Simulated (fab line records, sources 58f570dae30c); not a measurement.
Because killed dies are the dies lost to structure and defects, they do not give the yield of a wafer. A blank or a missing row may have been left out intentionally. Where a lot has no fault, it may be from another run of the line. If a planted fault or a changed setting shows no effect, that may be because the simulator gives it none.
What tool caused it?    flow berkeleyCmos170    Sampling: 7 lots, 21 wafers, 3 of 331 route steps

== WHAT THE GAUGES READ, wafer by wafer ==
UCB170_PWELL_TW_MEAS_17.
lot   measured     on            PWELL_TW
L714  day 3 11:30  filmMetro-01  373 371 373
L716  day 4 04:50  filmMetro-03  378 377 379
L718  day 4 14:32  filmMetro-04  377 377 380
L722  day 5 12:50  filmMetro-01  370 372 369
L724  day 6 02:25  filmMetro-04  372 374 374
L729  day 7 05:32  filmMetro-04  374 376 374
L735  day 8 01:26  filmMetro-04  377 379 378

== TOOL THAT RAN EACH LOT (tool first, then ch and the chambers of the sampled wafers, then the start) ==
lot   UCB170_ZERO_ETCH_06               UCB170_PWELL_IMPLANT_15
L714  rieDiel-03 ch 0,1,3, day 2 03:58  implanter-03 ch 0, day 3 11:15
L716  rieDiel-03 ch 0,1,2, day 2 15:54  implanter-03 ch 0, day 4 04:35
L718  rieDiel-01 ch 2,3, day 3 04:53    implanter-04 ch 0, day 4 14:17
L722  rieDiel-02 ch 2,3, day 3 20:59    implanter-04 ch 0, day 5 12:35
L724  rieDiel-02 ch 0,1, day 4 12:17    implanter-03 ch 0, day 6 02:12
L729  rieDiel-01 ch 0,2,3, day 5 13:43  implanter-03 ch 0, day 7 05:19
L735  rieDiel-03 ch 1,2, day 6 17:43    implanter-03 ch 0, day 8 01:13
- UCB170_ZERO_ETCH_06: etches SiO2 in CHF3/CF4/Ar, time 12 s.
- UCB170_PWELL_IMPLANT_15

== THE ANSWER, worked out from the rows above alone ==
Rule: the usual values come from the lots themselves. The widest of any qualifying gaps counts: lots, ordered by their means at a reading, are off when they make up no more than a third of the lots, leave a main group of 4 or more, and stand apart from it by 3 or more times the standard deviation of that group's means. The tables above print the reading to a certain number of digits; a main group whose means all agree to those digits is not used. Also off: a lot with no number at a reading for which 4 or more lots have one. All remaining lots with rows at the step are treated as sound.
None of the lots is off at any reading shown; this tells nothing.

== WHAT THE SIMULATOR HAD PUT IN ==
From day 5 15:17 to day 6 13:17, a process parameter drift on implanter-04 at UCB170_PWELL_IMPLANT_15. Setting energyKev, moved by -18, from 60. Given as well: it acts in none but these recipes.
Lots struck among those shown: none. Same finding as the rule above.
